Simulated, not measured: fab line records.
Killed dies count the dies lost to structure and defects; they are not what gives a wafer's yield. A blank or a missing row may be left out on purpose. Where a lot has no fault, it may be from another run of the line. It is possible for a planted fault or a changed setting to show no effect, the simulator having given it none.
Which tool did it? || flow berkeley_cmos170 || 7 lots, 21 wafers sampled, at 2 steps of a route of 331

== WHAT THE GAUGES READ, wafer by wafer ==
UCB170_NLDD_TW_MEAS_11.
{"lot": "L889", "measured": "day 7 18:49", "on": "film_metro-01", "NLDD_TW": "2177 2178 2185"}
{"lot": "L894", "measured": "day 8 20:28", "on": "film_metro-01", "NLDD_TW": "2198 2194 2191"}
{"lot": "L897", "measured": "day 9 08:38", "on": "film_metro-02", "NLDD_TW": "2215 2212 2215"}
{"lot": "L901", "measured": "day 10 00:18", "on": "film_metro-03", "NLDD_TW": "2224 2229 2217"}
{"lot": "L906", "measured": "day 11 07:14", "on": "film_metro-02", "NLDD_TW": "2211 2221 2222"}
{"lot": "L907", "measured": "day 11 17:00", "on": "film_metro-02", "NLDD_TW": "2223 2233 2232"}
{"lot": "L910", "measured": "day 12 19:46", "on": "film_metro-01", "NLDD_TW": "2200 2210 2190"}

== WHAT TOOL EACH LOT RAN ON (gives the tool, then ch and the chambers of the sampled wafers, and finally the start) ==
{"lot": "L889", "UCB170_NLDD_IMPLANT_09": "implanter-01 ch 0, day 7 18:34"}
{"lot": "L894", "UCB170_NLDD_IMPLANT_09": "implanter-04 ch 0, day 8 20:13"}
{"lot": "L897", "UCB170_NLDD_IMPLANT_09": "implanter-01 ch 0, day 9 08:25"}
{"lot": "L901", "UCB170_NLDD_IMPLANT_09": "implanter-01 ch 0, day 10 00:03"}
{"lot": "L906", "UCB170_NLDD_IMPLANT_09": "implanter-01 ch 0, day 11 06:59"}
{"lot": "L907", "UCB170_NLDD_IMPLANT_09": "implanter-01 ch 0, day 11 16:45"}
{"lot": "L910", "UCB170_NLDD_IMPLANT_09": "implanter-01 ch 0, day 12 19:32"}
- UCB170_NLDD_IMPLANT_09

== THE ANSWER, worked out from the rows above alone ==
Rule: usual is defined by the lots themselves. The widest of any qualifying gaps counts: lots, ordered by their means at a reading, are off when they make up no more than a third of the lots, leave a main group of 4 or more, and stand apart from it by 3 or more times the standard deviation of that group's means. A main group is skipped when, at the precision printed for the reading in the tables above, its means are all equal. A lot without any number at a reading at which 4 lots or more have one is off too. Any other lot the step has rows for is counted as sound.
None of the lots is off at any reading shown; this tells nothing.

== WHAT THE SIMULATOR HAD INSERTED ==
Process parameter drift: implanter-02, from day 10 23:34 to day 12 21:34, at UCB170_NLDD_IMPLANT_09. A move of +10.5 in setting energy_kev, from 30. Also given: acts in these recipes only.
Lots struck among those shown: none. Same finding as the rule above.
